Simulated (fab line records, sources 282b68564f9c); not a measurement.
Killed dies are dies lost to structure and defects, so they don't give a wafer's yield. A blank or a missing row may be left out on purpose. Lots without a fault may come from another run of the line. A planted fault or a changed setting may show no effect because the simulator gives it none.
fab line records | flow rit_cmos
record lots=12 wafers=36 last_day=7
route steps=202 shown ACTIVE@1 NRETRO@56 GATE@93 NLDD@112 M1@202
lots that met no fault: from a run of the same line without faults
start_h: hours from the record's first day to the start of the lot's first wafer shown | wait_h: hours since the lot's step before | " the same as in the row above | L1.1+2: a row that stands for several wafers | - no value, or no start given | * or withheld: withheld | < > ~ a bound
route shown NAME@n: a module of which the file shows steps, and the number in the route of the first | usual: mean/standard deviation of fault-free wafers | same: alike in all rows | chamber/n: place in a boat | sites: the reading at each site | _std_site: their standard deviation | _edge_site: outer sites' mean less inner sites' | radius_mm: how far each site lies from the wafer's centre | mask NAME#n: copy n | behind: the tool/chamber that last shaped the wafer | hold: why the lot was held/for how many hours/how that ended | device: the transistor (n, p or np) that didn't switch | end of line: the same wafers' tests at the end of the route | a step without rows: its recipe alone | killed: dies lost to structure and defects at the first sort, not the wafer's yield | map: a wafer's dies, x killed, . not, _ none there
set.NAME: the setting as run; set.NAME@STEP: as run at that earlier step | model.NAME: the simulator's own value behind a step, which no gauge read
steps of the route over a sample of lots; a table a step, a row a wafer
services: from which hour (start_h, from the record's first day; less than 0 if before it) a tool's chamber was out of use, for how many hours, and why
## steps
# step RIT_ACTIVE_BOW_MEAS_00
# recipe mode=bow
# usual INCOMING_BOW=0/6.3
# columns lot.wafer tool chamber start_h wait_h INCOMING_BOW[um]
L864.1 film_metro-04 - 10.00 - -7
L864.4 " - " " 4
L864.6 " - " " 1
L865.1 film_metro-02 - 15.00 - 9
L865.2 " - " " 2
L865.4 " - " " 6
L866.1 film_metro-02 - 20.00 - 5
L866.2 " - " " -12
L866.5 " - " " 2
L867.2 film_metro-04 - 25.02 - -10
L867.4 " - " " 1
L867.6 " - " " -1
L868.1 film_metro-03 - 30.00 - -3
L868.2 " - " " 1
L868.6 " - " " 4
L869.1 film_metro-02 - 35.00 - -7
L869.5 " - " " 3
L869.6 " - " " 0
L875.1 film_metro-04 - 65.00 - -11
L875.4 " - " " 10
L875.6 " - " " 3
L876.4 film_metro-03 - 70.06 - 2
L876.5 " - " " -5
L876.6 " - " " -5
L877.1 film_metro-04 - 75.00 - 3
L877.2 " - " " -5
L877.4 " - " " 12
L878.1 film_metro-02 - 80.00 - -3
L878.4 " - " " 5
L878.6 " - " " 1
L886.2 film_metro-02 - 120.02 - 3
L886.4 " - " " -2
L886.6 " - " " -1
L887.2 film_metro-04 - 125.02 - 2
L887.4 " - " " 3
L887.6 " - " " 11
# step RIT_NRETRO_EXPOSE_03
# recipe mask_id=M4 na=0.57 target_cd_nm=43900 dose_mj=250
# usual focus_offset_nm=0.0/0.49 stage_vel_mm_s=499.94/0.25
# columns lot.wafer tool chamber start_h wait_h mask focus_offset_nm stage_vel_mm_s
L864.1 iline_stepper-01 0 31.19 0.1 M4#0 0.3 499.80
L864.4 " 0 " " M4#0 0.0 499.92
L864.6 " 0 " " M4#0 -0.3 500.08
L865.1 iline_stepper-01 0 36.28 0.1 M4#0 -0.3 500.12
L865.2 " 0 " " M4#0 0.4 499.87
L865.4 " 0 " " M4#0 0.0 500.21
L866.1 iline_stepper-02 0 43.37 0.2 M4#0 0.2 499.74
L866.2 " 0 " " M4#0 0.0 499.51
L866.5 " 0 " " M4#0 -0.5 499.65
L867.2 iline_stepper-01 0 47.73 0.2 M4#0 0.0 499.98
L867.4 " 0 " " M4#0 0.2 499.95
L867.6 " 0 " " M4#0 0.9 500.40
L868.1 iline_stepper-01 0 50.98 0.1 M4#0 0.1 499.80
L868.2 " 0 " " M4#0 0.2 499.58
L868.6 " 0 " " M4#0 0.8 500.06
L869.1 iline_stepper-01 0 58.29 0.1 M4#0 -0.3 500.03
L869.5 " 0 " " M4#0 0.3 500.72
L869.6 " 0 " " M4#0 -0.8 500.00
L875.1 iline_stepper-01 0 84.79 0.2 M4#0 -0.2 500.24
L875.4 " 0 " " M4#0 -0.4 500.02
L875.6 " 0 " " M4#0 -0.9 500.21
L876.4 iline_stepper-02 0 90.78 0.2 M4#0 0.0 500.23
L876.5 " 0 " " M4#0 -0.4 499.84
L876.6 " 0 " " M4#0 -0.3 500.35
L877.1 iline_stepper-02 0 95.29 0.1 M4#0 -0.2 500.10
L877.2 " 0 " " M4#0 0.6 499.93
L877.4 " 0 " " M4#0 0.3 499.94
L878.1 iline_stepper-02 0 98.58 0.1 M4#0 0.5 499.76
L878.4 " 0 " " M4#0 0.3 500.30
L878.6 " 0 " " M4#0 0.2 499.98
L886.2 iline_stepper-01 0 140.44 0.2 M4#0 -0.6 500.00
L886.4 " 0 " " M4#0 -0.9 500.31
L886.6 " 0 " " M4#0 -0.6 499.77
L887.2 iline_stepper-01 0 145.04 0.1 M4#0 -0.6 499.88
L887.4 " 0 " " M4#0 -0.7 499.97
L887.6 " 0 " " M4#0 -0.3 499.79
# step RIT_NRETRO_OVL_MEAS_06
# usual NRETRO_OVL=1.1/1.5
# columns lot.wafer tool chamber start_h wait_h NRETRO_OVL[nm]
L864.1 overlay-02 - 31.62 - 1.7
L864.4 " - " " 0.5
L864.6 " - " " 1.9
L865.1 overlay-02 - 36.71 - -0.1
L865.2 " - " " 0.6
L865.4 " - " " 0.3
L866.1 overlay-02 - 43.80 - 0.9
L866.2 " - " " 1.3
L866.5 " - " " 2.2
L867.2 overlay-02 - 48.14 - 2.5
L867.4 " - " " 0.3
L867.6 " - " " 0.7
L868.1 overlay-01 - 51.41 - -0.4
L868.2 " - " " 0.0
L868.6 " - " " -0.2
L869.1 overlay-01 - 58.72 - 0.9
L869.5 " - " " 1.4
L869.6 " - " " 0.0
L875.1 overlay-01 - 85.28 - 0.6
L875.4 " - " " -2.0
L875.6 " - " " -0.1
L876.4 overlay-01 - 91.17 - 10.3
L876.5 " - " " 8.0
L876.6 " - " " 6.1
L877.1 overlay-01 - 95.72 - 5.1
L877.2 " - " " 5.8
L877.4 " - " " 6.0
L878.1 overlay-01 - 99.01 - 8.4
L878.4 " - " " 8.0
L878.6 " - " " 6.2
L886.2 overlay-01 - 140.86 - 0.5
L886.4 " - " " 0.6
L886.6 " - " " 1.7
L887.2 overlay-01 - 145.53 - -0.6
L887.4 " - " " 2.5
L887.6 " - " " 2.4
# step RIT_GATE_OVL_MEAS_17
# usual GATE_OVL=-0.4/1.3
# columns lot.wafer tool chamber start_h wait_h GATE_OVL[nm]
L864.1 overlay-01 - 38.54 0.1 1.3
L864.4 " - " " 0.8
L864.6 " - " " -0.8
L865.1 overlay-01 - 47.92 0.1 -2.4
L865.2 " - " " -2.0
L865.4 " - " " -2.5
L866.1 overlay-02 - 51.77 0.1 -2.9
L866.2 " - " " -2.7
L866.5 " - " " -2.1
L867.2 overlay-02 - 55.40 0.1 1.5
L867.4 " - " " -0.9
L867.6 " - " " 0.8
L868.1 overlay-01 - 60.19 0.1 -1.3
L868.2 " - " " 0.8
L868.6 " - " " 0.2
L869.1 overlay-01 - 67.16 0.1 1.1
L869.5 " - " " -1.1
L869.6 " - " " -1.1
L875.1 overlay-01 - 92.79 0.1 -1.4
L875.4 " - " " -1.6
L875.6 " - " " -0.5
L876.4 overlay-02 - 102.34 0.1 -1.6
L876.5 " - " " -1.1
L876.6 " - " " 0.7
L877.1 overlay-02 - 102.51 0.1 -0.3
L877.2 " - " " -0.2
L877.4 " - " " -0.7
L878.1 overlay-02 - 106.33 0.1 -0.8
L878.4 " - " " 0.0
L878.6 " - " " 0.6
L886.2 overlay-01 - 147.82 0.1 -1.1
L886.4 " - " " -0.2
L886.6 " - " " -1.9
L887.2 overlay-01 - 153.99 0.1 -1.1
L887.4 " - " " -1.9
L887.6 " - " " -0.6
# step RIT_NLDD_STRIP_09
# recipe chemistry=O2 time_s=180 resist=NOVOLAK platen_temp_c=withheld power_w=500 pressure_mtorr=4000 o2_flow_sccm=4000
# usual drypump_motor_current_A=5.7/0.4
# columns lot.wafer tool chamber start_h wait_h drypump_motor_current_A rf_hours_counter_h
L864.1 plasma_asher-04 1 43.30 0.1 5.3 41
L864.4 " 1 " " 5.3 -
L864.6 " 0 " " 6.0 -
L865.1 plasma_asher-04 1 52.87 0.1 5.3 42
L865.2 " 0 " " 6.0 42
L865.4 " 1 " " 5.3 -
L866.1 plasma_asher-01 1 56.67 0.1 5.1 41
L866.2 " 0 " " 5.7 41
L866.5 " 1 " " 5.1 -
L867.2 plasma_asher-04 0 61.39 0.1 6.0 43
L867.4 " 0 " " 6.0 -
L867.6 " 0 " " 6.0 -
L868.1 plasma_asher-04 1 65.50 0.1 5.3 44
L868.2 " 0 " " 6.0 44
L868.6 " 1 " " 5.3 -
L869.1 plasma_asher-01 1 73.05 0.1 5.1 43
L869.5 " 0 " " 5.7 -
L869.6 " 1 " " 5.1 -
L875.1 plasma_asher-01 0 98.87 0.1 5.7 45
L875.4 " 0 " " 5.7 -
L875.6 " 0 " " 5.7 -
L876.4 plasma_asher-03 0 108.08 0.1 5.8 -
L876.5 " 1 " " 6.3 -
L876.6 " 0 " " 5.9 -
L877.1 plasma_asher-04 0 108.36 0.1 6.0 49
L877.2 " 1 " " 5.3 49
L877.4 " 0 " " 6.0 -
L878.1 plasma_asher-03 1 112.16 0.1 6.3 31
L878.4 " 1 " " 6.3 -
L878.6 " 1 " " 6.3 -
L886.2 plasma_asher-03 1 154.31 0.1 6.3 35
L886.4 " 0 " " 5.9 -
L886.6 " 0 " " 5.9 -
L887.2 plasma_asher-03 1 160.70 0.1 6.3 35
L887.4 " 1 " " 6.3 -
L887.6 " 1 " " 6.3 -
# step RIT_M1_PROBE_99
# usual killed_at_contacts=0.1/0.27 killed_at_front_end=6.7/2.9 killed_dies=6.7/2.9 killed_open=3.4/1.8 killed_short=3.3/2.2
# same gross_dies=264 killed_at_M0_to_M3=0 killed_at_M4_up=0 killed_at_back_side=0 killed_at_other=0
# columns lot.wafer tool chamber start_h wait_h killed_at_contacts killed_at_front_end killed_dies killed_open killed_short
L877.1 prober-02 - 125.05 0.1 0 6 6 5 1
L877.2 prober-02 - 125.10 0.1 1 6 7 1 6
L877.4 prober-02 - 125.20 0.2 0 9 9 6 3
L878.1 prober-01 - 127.62 0.1 0 7 7 6 1
L878.4 prober-01 - 127.77 0.2 0 5 5 2 3
L878.6 prober-01 - 127.87 0.2 0 5 5 3 2
# killed by level:class
L877.1 FOX2:geometric_particle:open=2 GATE:geometric_particle:open=2 FOX1:geometric_particle:short=1 REOX:geometric_particle:open=1
L877.2 FOX2:geometric_particle:short=2 GATE:geometric_particle:short=2 FOX1:geometric_particle:open=1 SILICIDE:geometric_particle:short=1 CONTACT:geometric_particle:short=1
L877.4 GATE:geometric_particle:open=3 SILICIDE:geometric_particle:open=2 FOX1:geometric_particle:open=1 FOX1:geometric_particle:short=1 FOX2:geometric_particle:short=1 GATE:geometric_particle:short=1
L878.1 GATE:geometric_particle:open=4 FOX1:geometric_particle:short=1 SPACER:geometric_particle:open=1 SILICIDE:geometric_particle:open=1
L878.4 SILICIDE:geometric_particle:short=2 SPACER:geometric_particle:open=1 SPACER:geometric_particle:short=1 SILICIDE:geometric_particle:open=1
L878.6 GATE:geometric_particle:open=2 FOX1:geometric_particle:short=1 SPACER:geometric_particle:short=1 SILICIDE:geometric_particle:open=1
## services
# columns tool chamber start_h hours kind
iline_stepper-02 - 9.19 - consumable_replace:lamp
plasma_asher-03 - 31.99 31.5 repair
plasma_asher-03 - 63.47 2.8 pm
plasma_asher-04 - 108.75 9.0 pm
plasma_asher-04 0 108.75 9.0 vent_cycle
plasma_asher-04 1 108.75 9.0 vent_cycle
plasma_asher-04 0 117.75 - clean
plasma_asher-04 1 117.75 - clean
plasma_asher-03 - 139.37 6.4 repair
plasma_asher-01 - 145.12 2.8 pm
iline_stepper-01 - 151.73 1.7 pm
iline_stepper-02 - 159.26 1.7 pm
## key
first_sign step=RIT_NRETRO_OVL_MEAS_06 reading=NRETRO_OVL direction=up sigmas=4 usual=1.1 struck=7.1
effect none on later readings
met_at RIT_NRETRO_EXPOSE_03
struck_lots L876,L877,L878
tester_left_out L876,L877,L878
not_acting_at RIT_ACTIVE_BOW_MEAS_00,RIT_GATE_OVL_MEAS_17,RIT_NLDD_STRIP_09
onset_between 43.37 90.78
fault kind=scanner_matching_overlay tool=iline_stepper-02 chamber=- onset_h=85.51 steps=RIT_NRETRO_EXPOSE_03 offset=5.9041
# tester_left_out: of these lots the tester's yield and bins aren't shown, on N5 and GAA mostly nor the transistor test; their killed dies are dies lost to structure and defects alone, not to doping, threshold or leakage, so they don't give the yield
